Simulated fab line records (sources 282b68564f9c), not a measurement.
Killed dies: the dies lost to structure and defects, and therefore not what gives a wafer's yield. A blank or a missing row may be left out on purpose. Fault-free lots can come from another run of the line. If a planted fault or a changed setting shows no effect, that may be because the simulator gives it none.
Which tool is to blame? | flow rit_cmos | 15 lots, 45 wafers sampled, at 3 steps of a route of 202

## WHAT THE GAUGES READ, wafer by wafer
RIT_M1_OVL_MEAS_10. Usual: for M1_OVL the level is 0.8 nm and the standard deviation is 1.3.
lot  | measured    | on         | M1_OVL (nm)    | flag
L173 | day 3 13:39 | overlay-02 | -0.8 -0.8 0.8  |
L174 | day 3 18:28 | overlay-01 | -0.6 -0.1 0.4  |
L175 | day 4 01:41 | overlay-02 | 2.9 0.8 2.1    |
L177 | day 4 07:15 | overlay-01 | 2.5 1.8 1.6    |
L178 | day 4 16:00 | overlay-01 | 1.9 3.1 2.4    |
L179 | day 4 22:44 | overlay-01 | -0.3 -0.3 1.0  |
L180 | day 5 03:43 | overlay-02 | -0.1 -0.3 2.4  |
L182 | day 5 11:01 | overlay-01 | -0.8 0.6 0.2   |
L183 | day 5 23:43 | overlay-02 | -0.4 -0.5 -0.6 |
L184 | day 6 02:48 | overlay-01 | -1.6 3.1 1.0   |
L186 | day 6 08:02 | overlay-02 | -0.1 2.0 1.4   |
L195 | day 8 01:20 | overlay-01 | 0.2 2.1 1.5    |

## EACH LOT AND THE TOOL THAT RAN IT (in order: tool; ch and the chambers of the sampled wafers; start)
lot  | RIT_CONTACT_STRIP_12                | RIT_M1_SPUTTER_00
L173 | plasma_asher-01 ch 0, day 3 11:24   | pvd_sputter-03, day 3 12:03
L174 | plasma_asher-01 ch 0,1, day 3 16:12 | pvd_sputter-04, day 3 16:51
L175 | plasma_asher-03 ch 0,1, day 3 23:34 | pvd_sputter-03, day 4 00:13
L177 | plasma_asher-01 ch 0,1, day 4 04:53 | pvd_sputter-03, day 4 05:38
L178 | plasma_asher-04 ch 0,1, day 4 13:49 | pvd_sputter-04, day 4 14:29
L179 | plasma_asher-01 ch 0,1, day 4 20:19 | pvd_sputter-03, day 4 20:59
L180 | plasma_asher-03 ch 0,1, day 5 01:28 | pvd_sputter-01, day 5 02:07
L182 | plasma_asher-03 ch 0, day 5 08:44   | pvd_sputter-04, day 5 09:23
L183 | plasma_asher-01 ch 0,1, day 5 21:27 | pvd_sputter-03, day 5 22:07
L184 | plasma_asher-01 ch 0,1, day 6 00:27 | pvd_sputter-01, day 6 01:06
L186 | plasma_asher-04 ch 0,1, day 6 05:58 | pvd_sputter-04, day 6 06:32
L192 | plasma_asher-04 ch 0,1, day 7 10:14 | -
L193 | plasma_asher-01 ch 1, day 7 13:47   | -
L194 | plasma_asher-03 ch 0, day 7 18:44   | -
L195 | plasma_asher-03 ch 0,1, day 7 23:05 | pvd_sputter-01, day 7 23:44
- RIT_CONTACT_STRIP_12: strips in O2, time 180 s.
- RIT_M1_SPUTTER_00: material Al, target thk 400 nm, time 475.9 s.

## AS READ BY THE TOOLS THEMSELVES (means over the sampled wafers that have a number; for cases with no such wafer, the mark the record gives instead)
RIT_CONTACT_STRIP_12. Usual: chamber_pressure_mTorr 4000 mTorr, standard deviation 3.7; drypump_motor_current_A 5.5 A, standard deviation 0.33.
lot  | tool            | chamber_pressure_mTorr (mTorr) | drypump_motor_current_A (A) | flag
L173 | plasma_asher-01 | 3999                           | 5.9                         |
L174 | plasma_asher-01 | 4002                           | 5.2                         |
L175 | plasma_asher-03 | 4001                           | 5.6                         |
L177 | plasma_asher-01 | 3998                           | 5.2                         |
L178 | plasma_asher-04 | 4001                           | 5.5                         |
L179 | plasma_asher-01 | 4004                           | 5.2                         |
L180 | plasma_asher-03 | 4001                           | 5.6                         |
L182 | plasma_asher-03 | 4004                           | 5.7                         |
L183 | plasma_asher-01 | 4001                           | 5.2                         |
L184 | plasma_asher-01 | 3999                           | 5.6                         |
L186 | plasma_asher-04 | 4002                           | 5.5                         |
L192 | plasma_asher-04 | -                              | -                           | OFF
L193 | plasma_asher-01 | -                              | -                           | OFF
L194 | plasma_asher-03 | -                              | -                           | OFF
L195 | plasma_asher-03 | 3999                           | 5.7                         |

RIT_M1_SPUTTER_00. Usual: chamber_pressure_pa 0.4000 Pa, standard deviation 0.00073; throttle_valve_pct 30.0 %, standard deviation 0.89.
lot  | tool           | chamber_pressure_pa (Pa) | throttle_valve_pct (%) | flag
L173 | pvd_sputter-03 | 0.4000                   | 29.2                   |
L174 | pvd_sputter-04 | 0.3991                   | 30.9                   |
L175 | pvd_sputter-03 | 0.4006                   | 29.0                   |
L177 | pvd_sputter-03 | 0.3995                   | 28.9                   |
L178 | pvd_sputter-04 | 0.4003                   | 30.2                   |
L179 | pvd_sputter-03 | 0.3996                   | 29.2                   |
L180 | pvd_sputter-01 | 0.4000                   | 30.3                   |
L182 | pvd_sputter-04 | 0.4003                   | 30.5                   |
L183 | pvd_sputter-03 | 0.3996                   | 29.6                   |
L184 | pvd_sputter-01 | 0.3994                   | 30.1                   |
L186 | pvd_sputter-04 | 0.3996                   | 30.4                   |
L195 | pvd_sputter-01 | 0.4000                   | 30.3                   |

## THE ANSWER, worked out from the rows above alone
Rule: take the mean of a lot's wafers that have a number; if it is more than 3 standard deviations from the usual mean, the lot is off. A lot without any number at a reading at which 4 lots or more have one is off too. Where the step has rows for the other lots, those lots are counted as sound. The gauges are gone through in route order, then the tools' own readings, and for those a lot's mean is taken as printed above. At the first step where some lot is off, the reading lying furthest off is the one used; lots without a number count as furthest.
Off: L192, L193, L194 (RIT_CONTACT_STRIP_12, chamber_pressure_mTorr). Without a number there: L192, L193, L194.
If a tool, at that step or one of the process steps before it, ran each lot that is off and ran no sound lot following the first of them, it fits. Not one of the candidates tried fits.

## WHAT HAD BEEN PUT IN BY THE SIMULATOR
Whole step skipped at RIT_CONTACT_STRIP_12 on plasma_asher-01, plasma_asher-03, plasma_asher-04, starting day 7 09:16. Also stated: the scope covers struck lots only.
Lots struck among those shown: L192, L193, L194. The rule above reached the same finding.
